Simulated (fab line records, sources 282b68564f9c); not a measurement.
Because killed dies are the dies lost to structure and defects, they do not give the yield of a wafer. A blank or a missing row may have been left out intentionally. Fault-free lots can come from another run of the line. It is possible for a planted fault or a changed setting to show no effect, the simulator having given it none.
Struck lot and sound lot, side by side :: flow rit_cmos :: 23 out of 202 route steps
Sound: these wafers, L727.2, L727.3, L727.4. The struck wafers were L743.1, L743.3, L743.6. The cause comes at the end.
For every step that has rows: the tool of each side, followed by ch and its chambers, followed by its first start. Under that, the readings that differ: sound wafers :: struck wafers :: difference of the means :: sigmas: that difference in standard deviations of wafers without a fault.
alike: same words and numbers on both sides, and readings whose means sit less than 2 such deviations apart. not compared: any withheld reading, any reading some wafer has no value for, any bound like >300 that may hide the same value, and any number with overlapping values for which the record gives no deviation.
Wherever a step has rows on one side only, a row that says differs or no value, or a row with sigmas, the two part there. When numbers do not overlap yet have no deviation, they are printed without sigmas and do not part them. A reading missing from all wafers of one side parts the sides only when that side holds two or more wafers.

first, 5 steps without rows for these wafers: RIT_GATE_WET_ETCH_00 (etches SiO2 in BOE, target depth 56 nm, time 60 s); RIT_GATE_CLEAN_01 (cleans in SC1, time 600 s); RIT_GATE_CLEAN_02 (cleans in dHF, time 30 s); RIT_GATE_CLEAN_03 (cleans in SC2, time 600 s); RIT_GATE_CLEAN_04 (cleans in dHF, time 60 s).
RIT_FOX2_THK_MEAS_91:
  sound on film_metro-01 at day 3 22:46; struck on film_metro-04 at day 7 03:10
  alike: FIELD_OXIDE_LEFT_2_THK
then, 2 steps without rows for these wafers: RIT_GATE_OXIDATION_05 (target thk 3 nm, ox time 270 s); RIT_GATE_ANNEAL_06 (time 600 s).
RIT_GATE_THK_MEAS_07:
  sound on film_metro-03 at day 4 01:34; struck on film_metro-01 at day 7 04:33
  alike: GATE_OXIDE_THK
then, 1 step without rows for these wafers: RIT_GATE_CVD_08 (deposits poly-Si from SiH4, target thk 250 nm, time 2220 s).
RIT_GATE_THK_MEAS_09:
  sound on film_metro-03 at day 4 03:15; struck on film_metro-04 at day 7 06:14
  alike: GATE_POLY_THK
then, 1 step without rows for these wafers: RIT_GATE_HMDS_10 (prime time 60 s).
RIT_GATE_COAT_11: resist thk 850 nm.
  sound on litho_track-04 ch 0, day 4 03:28; struck on litho_track-02 ch 0, day 7 06:26
reading: spin_speed_rpm (rpm)
sound: 4248 4246 4251
struck: 4085 4084 4091
difference: -162
sigmas: -52

reading: model.NOVOLAK_of_GATE_COAT_11.thk_nm (nm)
sound: 850.4 851.2 851.1
struck: 858.9 861.9 864
difference: +10.7
sigmas: 
  alike: dispense_pressure_kPa
then, 4 steps without rows for these wafers: RIT_GATE_SOFTBAKE_12 (time 60 s); RIT_GATE_EXPOSE_13 (exposes mask M6, target cd 150 nm); RIT_GATE_PEB_14; RIT_GATE_DEVELOP_15 (develop time 50 s).
RIT_GATE_CD_MEAS_16: target cd 150 nm.
  sound on cd_sem-02 at day 4 04:10; struck on cd_sem-02 at day 7 07:17
  alike: cd_nm
RIT_GATE_OVL_MEAS_17:
  sound on overlay-02 at day 4 04:16; struck on overlay-02 at day 7 07:24
  alike: GATE_OVL
then, 1 step without rows for these wafers: RIT_GATE_HARDBAKE_18 (time 60 s).
RIT_GATE_ETCH_19: etches poly-Si in SF6/CHF3/O2, stops on SiO2, time 165 s, target depth 312.5 nm.
  sound on rie_si-01 ch 0,2,3, day 4 04:27; struck on rie_si-01 ch 0,1,2, day 7 07:38
reading: model.NOVOLAK_of_GATE_COAT_11.thk_nm (nm)
sound: 672.3 670.5 672.8
struck: 678.2 684.1 684.4
difference: +10.4
sigmas: 
  alike: O2_flow_sccm, drypump_motor_current_A, oes_product_au, throttle_valve_pct
  not compared: rf_hours_counter_h
RIT_GATE_STRIP_20: strips in O2, time 180 s.
  sound on plasma_asher-02 ch 0,1, day 4 04:34; struck on plasma_asher-01 ch 0,1, day 7 07:45
  alike: drypump_motor_current_A
  not compared: rf_hours_counter_h
RIT_M1_PROBE_99:
  sound on prober-02 at day 5 01:38; struck on prober-02 at day 8 03:25
  alike: killed_at_contacts, killed_at_front_end, killed_dies, killed_on_rim, killed_open, killed_short

== WHERE THEY PART ==
Only at RIT_GATE_COAT_11, within this record. Later steps at which nothing parts them and some readings are alike: RIT_GATE_CD_MEAS_16, RIT_GATE_OVL_MEAS_17, RIT_GATE_ETCH_19, RIT_GATE_STRIP_20, RIT_M1_PROBE_99.

WHY: the cause the simulator had injected
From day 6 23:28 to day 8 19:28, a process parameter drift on litho_track-02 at RIT_GATE_COAT_11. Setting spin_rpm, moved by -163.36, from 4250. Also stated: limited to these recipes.
